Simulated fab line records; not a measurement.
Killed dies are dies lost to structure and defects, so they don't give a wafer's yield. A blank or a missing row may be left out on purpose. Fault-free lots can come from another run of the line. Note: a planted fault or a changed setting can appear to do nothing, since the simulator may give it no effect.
Comparing a struck lot with a sound one -- flow berkeley_cmos170 -- 22 steps out of a route of 331
Sound: wafers L646.2, L646.5, L646.6. Wafers L654.1, L654.4, L654.5 were the ones struck. At the end, the cause is stated.
Order at every step that has rows: each side's tool, ch and its chambers, its first start. Under that, the readings that differ: sound wafers -- struck wafers -- difference of the means -- sigmas: that difference in standard deviations of wafers without a fault.
alike: words and numbers the same on both sides, and readings whose means are apart by under 2 such deviations; not compared: readings that were withheld, readings missing a value for some wafer, numbers with overlapping values and no deviation given by the record, and bounds like >300 which may hide the same value.
The two part at a step that has a row with sigmas, a row that says differs or no value, or rows on one side only. Non-overlapping numbers with no deviation appear without sigmas and do not part them. A reading missing from all wafers of one side parts the sides only when that side holds two or more wafers.

UCB170_M2_OVL_MEAS_16:
  struck on overlay-02, day 11 23:37; sound on overlay-02, day 10 14:08
  alike: M2_OVL
UCB170_M2_ETCH_17: etches BARC in N2/H2.
  sound on rie_diel-02 ch 0,1,3, day 10 14:10; struck on rie_diel-02 ch 0,2,3, day 11 23:38
  alike: drypump_motor_current_A, oes_product_au, throttle_valve_pct
UCB170_M2_METAL_ETCH_18: etches Al in Cl2/BCl3, stops on SiO2, target depth 1170 nm, time 195 s.
  sound on rie_metal-03 ch 0,1, day 10 14:13; struck on rie_metal-01 ch 0,1, day 11 23:41
  alike: drypump_motor_current_A, oes_product_au, throttle_valve_pct
  not compared: rf_hours_counter_h
UCB170_M2_STRIP_19: strips in O2.
  sound on plasma_asher-01 ch 0,1, day 10 14:24; struck on plasma_asher-03 ch 0,1, day 11 23:52
  alike: drypump_motor_current_A, oes_product_au
  not compared: rf_hours_counter_h
UCB170_M2_CD_MEAS_90: target cd 700 nm.
  struck on cd_sem-02, day 12 00:03; sound on cd_sem-01, day 10 14:31
  alike: cd_nm
then, 1 step without rows for these wafers: UCB170_V2_CVD_00 (deposits SiO2 from TEOS/O2, target thk 2000 nm, time 250 s).
UCB170_V2_THK_MEAS_01:
  struck on film_metro-03, day 12 00:20; sound on film_metro-02, day 10 14:47
  alike: V2_TEOS_THK
UCB170_V2_CMP_02: polishes SiO2.
  sound on cmp-01 ch 1,2,3, day 10 14:59; struck on cmp-01 ch 0,3, day 12 00:23
  alike: motor_current_A
UCB170_V2_BOW_MEAS_03:
  struck on film_metro-02, day 12 00:41; sound on film_metro-02, day 10 15:09
  alike: V2_BOW
UCB170_V2_THK_MEAS_04:
  struck on film_metro-02, day 12 00:49; sound on film_metro-02, day 10 15:16
  alike: V2_POLISHED_THK
then, 2 steps without rows for these wafers: UCB170_V2_CLEAN_05 (cleans in DIW); UCB170_V2_HMDS_06 (prime time 60 s).
UCB170_V2_COAT_07: resist thk 900 nm.
  sound on litho_track-03 ch 0, day 10 16:08; struck on litho_track-03 ch 0, day 12 01:28
reading,sound,struck,difference,sigmas
model.KrF_of_V2_COAT_07.thk_nm (nm),893.8 894.5 892.3,886.7 888 887,-6.3,
  alike: dispense_pressure_kPa, resist_line_temp_C
then, 4 steps without rows for these wafers: UCB170_V2_SOFTBAKE_08 (time 60 s); UCB170_V2_EXPOSE_09 (exposes mask VIA2, target cd 700 nm); UCB170_V2_PEB_10; UCB170_V2_DEVELOP_11 (develop time 45 s).
UCB170_V2_CD_MEAS_12: target cd 700 nm.
  struck on cd_sem-01, day 12 03:02; sound on cd_sem-02, day 10 17:16
  alike: cd_nm
UCB170_V2_OVL_MEAS_13:
  struck on overlay-02, day 12 03:09; sound on overlay-02, day 10 17:23
  alike: V2_OVL
UCB170_V2_ETCH_14: etches SiO2 in CHF3/CF4/Ar, stops on Al, target depth 1250 nm, time 291 s.
  sound on rie_diel-03 ch 0,3, day 10 17:25; struck on rie_diel-01 ch 0,2,3, day 12 03:11
  alike: drypump_motor_current_A, oes_product_au, throttle_valve_pct
  not compared: rf_hours_counter_h, model.KrF_of_V2_COAT_07.thk_nm
UCB170_V2_STRIP_15: strips in O2.
  sound on plasma_asher-04 ch 0,1, day 10 17:35; struck on plasma_asher-02 ch 0,1, day 12 03:22
  alike: drypump_motor_current_A, oes_product_au, strip_time_to_endpoint_s
  not compared: rf_hours_counter_h
UCB170_M3_PROBE_99:
  only the struck wafers here have rows in the record (prober-01, day 12 08:01); the sound ones have none

WHERE THEY PART
Only at UCB170_M3_PROBE_99, within this record.

WHY: whatever the simulator had introduced
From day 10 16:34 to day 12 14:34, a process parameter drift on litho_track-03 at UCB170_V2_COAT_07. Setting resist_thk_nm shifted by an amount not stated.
